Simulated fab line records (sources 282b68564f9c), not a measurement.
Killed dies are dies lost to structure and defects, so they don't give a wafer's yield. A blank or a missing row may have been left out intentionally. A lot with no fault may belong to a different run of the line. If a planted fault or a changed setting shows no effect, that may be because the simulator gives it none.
Which tool did it?	flow ritCmos	15 lots with 45 wafers sampled at 6 steps, on a route of 202 steps

== WHAT THE GAUGES SHOWED, per wafer ==
RIT_NLDD_OVL_MEAS_06. Usual: NLDD_OVL gives 0.2 nm (standard deviation 1.5).
lot	measured	on	NLDD_OVL (nm)	flag
L277	day 2 23:19	overlay-02	-0.1 -0.5 0.5	
L278	day 3 02:29	overlay-01	0.3 -0.5 0.6	
L279	day 3 13:40	overlay-01	-1.4 -1.2 -1.3	
L280	day 3 13:44	overlay-02	2.1 -0.8 0.5	
L281	day 3 18:09	overlay-01	3.7 2.6 3.6	
L284	day 4 07:24	overlay-02	0.0 -1.1 0.7	
L285	day 4 10:16	overlay-01	-1.9 -2.1 -0.2	
L288	day 5 06:14	overlay-02	-0.1 1.8 0.2	
L291	day 5 17:29	overlay-02	-1.0 -0.1 0.0	
L293	day 6 01:20	overlay-01	2.6 1.6 1.6	
L294	day 6 08:40	overlay-02	0.9 0.7 1.7	
L295	day 6 13:38	overlay-02	-0.7 -0.2 -0.2	
L297	day 6 22:50	overlay-02	-0.3 -2.5 -2.1	
L298	day 7 03:51	overlay-02	-1.8 -2.1 -1.6	
L299	day 7 12:49	overlay-01	-0.6 0.6 -1.0	

RIT_NLDD_TW_MEAS_10. Usual: NLDD_TW gives 2494 (standard deviation 17).
lot	measured	on	NLDD_TW	flag
L277	day 2 23:50	filmMetro-01	2497 2485 2493	
L278	day 3 03:05	filmMetro-01	2490 2499 2486	
L279	day 3 14:21	filmMetro-04	2518 2517 2507	
L280	day 3 14:31	filmMetro-01	2478 2491 2484	
L281	day 3 18:40	filmMetro-01	2471 2494 2490	
L284	day 4 07:55	filmMetro-02	2496 2473 2484	
L285	day 4 10:47	filmMetro-04	2518 2514 2518	
L288	day 5 06:46	filmMetro-02	2470 2454 2470	
L291	day 5 18:00	filmMetro-01	1945 1957 1956 1951 1938 1940	OFF
L293	day 6 01:51	filmMetro-04	1958 1957 1966 1956 1955 1952	OFF
L294	day 6 09:10	filmMetro-01	1955 1946 1936 1949 1950 1951	OFF
L295	day 6 14:16	filmMetro-01	2477 2474 2467	
L297	day 6 23:21	filmMetro-02	2475 2460 2464	
L298	day 7 04:23	filmMetro-02	2496 2485 2487	
L299	day 7 13:20	filmMetro-04	2502 2497 2515	

RIT_NSD_OVL_MEAS_06. Usual: NSD_OVL gives 0.1 nm (standard deviation 1.4).
lot	measured	on	NSD_OVL (nm)	flag
L277	day 3 04:46	overlay-02	-0.4 -1.0 -1.8	
L278	day 3 10:07	overlay-02	-0.4 -0.2 0.4	
L279	day 3 20:15	overlay-02	1.2 0.0 0.8	
L280	day 3 19:40	overlay-02	2.1 1.0 2.3	
L281	day 3 23:37	overlay-02	1.4 1.4 2.1	
L284	day 4 13:09	overlay-02	0.2 -1.3 -0.4	
L285	day 4 16:41	overlay-01	-0.7 -0.8 -2.0	
L288	day 5 11:44	overlay-01	-0.4 -0.7 0.2	
L291	day 6 02:20	overlay-01	2.6 -0.9 1.4	
L293	day 6 11:23	overlay-01	-0.1 -1.9 0.8	
L294	day 6 22:13	overlay-02	1.4 2.6 1.6	
L295	day 6 19:07	overlay-01	2.1 0.3 0.6	
L297	day 7 04:29	overlay-02	-0.8 0.9 0.7	
L298	day 7 09:28	overlay-01	-2.3 -1.3 -1.4	
L299	day 7 18:28	overlay-01	0.0 -2.4 0.2	

RIT_SDANNEAL_RS_MEAS_07: a four-point-probe measurement. Usual: NLDD_RS gives 151.7 ohm/sq (standard deviation 0.54).
lot	measured	on	NLDD_RS (ohm/sq)	flag
L277	day 3 07:35	filmMetro-04	151.6 151.2 151.3	
L278	day 3 13:08	filmMetro-01	152.1 152.0 152.2	
L279	day 3 23:13	filmMetro-04	151.4 151.4 151.3	
L280	day 3 22:39	filmMetro-02	152.8 152.6 152.7	
L281	day 4 02:37	filmMetro-01	152.5 152.4 151.6	
L284	day 4 16:29	filmMetro-02	151.7 151.9 152.4	
L285	day 4 19:31	filmMetro-02	151.7 151.9 151.8	
L288	day 5 15:01	filmMetro-04	151.3 151.2 151.3	
L291	day 6 05:58	filmMetro-01	291.0 291.6 292.6 291.2 291.9 293.0	OFF
L293	day 6 15:05	filmMetro-04	296.3 292.9 292.4 296.7 292.5 293.3	OFF
L294	day 7 02:20	filmMetro-02	289.1 288.7 291.4 289.4 288.9 291.4	OFF
L295	day 6 21:58	filmMetro-01	151.9 151.7 151.4	
L297	day 7 07:39	filmMetro-04	151.2 152.2 152.2	
L298	day 7 12:37	filmMetro-02	152.3 152.8 152.9	
L299	day 7 21:34	filmMetro-04	151.5 151.6 151.8	

== EACH LOT AND THE TOOL THAT RAN IT (in order: tool; ch and the chambers of the sampled wafers; start) ==
lot	RIT_NWELL_STRIP_09	RIT_NLDD_IMPLANT_08
L277	plasmaAsher-03 ch 0,1, day 1 22:26	implanter-01 ch 0, day 2 23:33
L278	plasmaAsher-02 ch 0,1, day 2 02:23	implanter-02 ch 0, day 3 02:46
L279	plasmaAsher-04 ch 0,1, day 2 15:08	implanter-04 ch 0, day 3 14:02
L280	plasmaAsher-03 ch 0,1, day 2 16:37	implanter-04 ch 0, day 3 14:13
L281	plasmaAsher-02 ch 0,1, day 2 20:11	implanter-04 ch 0, day 3 18:21
L284	plasmaAsher-04 ch 0,1, day 3 08:58	implanter-01 ch 0, day 4 07:37
L285	plasmaAsher-02 ch 0,1, day 3 12:46	implanter-01 ch 0, day 4 10:28
L288	plasmaAsher-04 ch 0,1, day 4 08:42	implanter-04 ch 0, day 5 06:26
L291	plasmaAsher-04 ch 0,1, day 4 20:37	implanter-01 ch 0, day 5 17:40
L293	plasmaAsher-02 ch 0,1, day 5 05:10	implanter-01 ch 0, day 6 01:32
L294	plasmaAsher-02 ch 0,1, day 5 11:14	implanter-01 ch 0, day 6 08:50
L295	plasmaAsher-03 ch 0, day 5 15:46	implanter-04 ch 0, day 6 13:58
L297	plasmaAsher-04 ch 0,1, day 6 03:04	implanter-04 ch 0, day 6 23:01
L298	plasmaAsher-03 ch 1, day 6 08:04	implanter-04 ch 0, day 7 04:04
L299	plasmaAsher-03 ch 0,1, day 6 12:16	implanter-04 ch 0, day 7 13:01
- RIT_NWELL_STRIP_09: strips in O2, time 180 s.
- RIT_NLDD_IMPLANT_08

== WHAT THE TOOLS THEMSELVES READ (means of the sampled wafers that have a number; where no wafer has one, the mark that the record gives instead) ==
RIT_NWELL_STRIP_09. Usual: 6.0 A for drypumpMotorCurrentA, sd 0.38.
lot	tool	drypumpMotorCurrentA (A)	flag
L277	plasmaAsher-03	6.2	
L278	plasmaAsher-02	6.2	
L279	plasmaAsher-04	5.6	
L280	plasmaAsher-03	6.2	
L281	plasmaAsher-02	6.3	
L284	plasmaAsher-04	5.9	
L285	plasmaAsher-02	6.2	
L288	plasmaAsher-04	5.6	
L291	plasmaAsher-04	5.8	
L293	plasmaAsher-02	6.3	
L294	plasmaAsher-02	6.3	
L295	plasmaAsher-03	6.4	
L297	plasmaAsher-04	5.9	
L298	plasmaAsher-03	5.6	
L299	plasmaAsher-03	5.9	

RIT_NLDD_IMPLANT_08. Usual: doseIonsCm2 5e+14, standard deviation 5.4e+11; endStationPressureTorr 6.2e-06 Torr, standard deviation 3.1e-07; faradayCurrentUA 1571, standard deviation 31.
lot	tool	doseIonsCm2	endStationPressureTorr (Torr)	faradayCurrentUA	flag
L277	implanter-01	5e+14	6.1e-06	1561	
L278	implanter-02	5e+14	6.2e-06	1613	
L279	implanter-04	5e+14	6.2e-06	1594	
L280	implanter-04	5e+14	6.5e-06	1579	
L281	implanter-04	5e+14	6.4e-06	1556	
L284	implanter-01	5e+14	6.3e-06	1579	
L285	implanter-01	5e+14	6.3e-06	1563	
L288	implanter-04	5e+14	6.1e-06	1556	
L291	implanter-01	2e+14	5.6e-06	655	OFF
L293	implanter-01	2e+14	5.4e-06	671	OFF
L294	implanter-01	2e+14	5.5e-06	655	OFF
L295	implanter-04	5e+14	6.4e-06	1570	
L297	implanter-04	5e+14	6.0e-06	1572	
L298	implanter-04	5e+14	5.9e-06	1610	
L299	implanter-04	5e+14	6.0e-06	1572	

== THE ANSWER, worked out from the rows above alone ==
Rule: take the mean of a lot's wafers that have a number; if it is more than 3 standard deviations from the usual mean, the lot is off. A lot without any number at a reading at which 4 lots or more have one is off too. The other lots that the step has rows for count as sound. The gauges are gone through in route order, then the tools' own readings, and for those a lot's mean is taken as printed above. At the first step where some lot is off, the reading lying furthest off is the one used; lots without a number count as furthest.
Off: L291, L293, L294, seen at RIT_NLDD_TW_MEAS_10 (NLDD_TW).
A tool fits if, at a process step before that reading, it ran every lot that is off, and no sound lot after the first of them. The gauges at RIT_NLDD_TW_MEAS_10 aren't tried: what is off there is off at RIT_NLDD_IMPLANT_08 too, on other tools, and a gauge's error can't cause that. One candidate fits, namely implanter-01 at RIT_NLDD_IMPLANT_08. Its last sound lot is L285 (day 4 10:28), its first lot that is off L291 (day 5 17:40): a fault that began between those two fits.
The tool's own readings at RIT_NLDD_IMPLANT_08 bear it out: on the lots that are off they differ by more than 5 times the standard deviation of the sound lots' means. doseIonsCm2 reads 2e+14 there against 5e+14 on the sound lots; faradayCurrentUA reads 660 there against 1577 on the sound lots.

== WHAT THE SIMULATOR PUT IN ==
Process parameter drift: implanter-01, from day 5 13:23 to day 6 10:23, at RIT_NLDD_IMPLANT_08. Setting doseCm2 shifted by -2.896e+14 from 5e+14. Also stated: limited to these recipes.
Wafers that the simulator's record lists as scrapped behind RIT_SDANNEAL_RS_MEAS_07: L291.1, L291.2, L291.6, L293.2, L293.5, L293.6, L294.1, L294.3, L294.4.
Struck lots among those shown: L291, L293, L294. The rule above found the same.
